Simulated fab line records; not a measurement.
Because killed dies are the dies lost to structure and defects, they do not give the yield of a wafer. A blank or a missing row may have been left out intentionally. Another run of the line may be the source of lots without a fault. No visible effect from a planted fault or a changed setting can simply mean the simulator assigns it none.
A lot that was struck, set against a sound lot :: flow berkeley cmos170 :: 3 out of 331 route steps
Sound: wafers L846.1, L846.3, L846.4. Wafers L837.2, L837.3, L837.4 were the ones struck. Last of all comes the cause.
At each step with rows: each side's tool, then ch and its chambers, then its first start. Under that, the readings that differ: sound wafers :: struck wafers :: difference of the means :: sigmas: that difference in standard deviations of wafers without a fault.
alike: readings with means less than 2 such deviations apart, plus words and numbers identical on both sides. not compared: withheld readings, readings lacking a value on some wafer, bounds such as >300 that could conceal the same value, and numbers that have no deviation in the record and whose values overlap.
Wherever a step has rows on one side only, a row that says differs or no value, or a row with sigmas, the two part there. When numbers do not overlap yet have no deviation, they are printed without sigmas and do not part them. A reading missing from all wafers of one side parts the sides only when that side holds two or more wafers.

UCB170_START_BOW_MEAS_00:
  sound on film metro-04 at day 4 03:00; struck on film metro-04 at day 2 06:01
  alike: INCOMING_BOW
then, 1 step without rows for these wafers: UCB170_START_CLEAN_01 (cleans in dHF, time 60 s).
UCB170_START_OXIDATION_02: target thk 20 nm, ox time 1800 s.
  struck on furnace-03, day 2 09:16; sound on furnace-01 ch 0, day 4 05:57
  no value came back on the struck wafers for ox temp c (C), ox temp c max, spike tc load C (C), spike tc source C (C); on the sound wafers ox temp c (C) reads 950.0 950.3 950.5

WHERE THEY PART
UCB170_START_OXIDATION_02 only, going by this record.

WHY: whatever the simulator had introduced
Whole step skipped at UCB170_START_OXIDATION_02 on furnace-03, starting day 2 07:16. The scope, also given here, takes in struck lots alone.
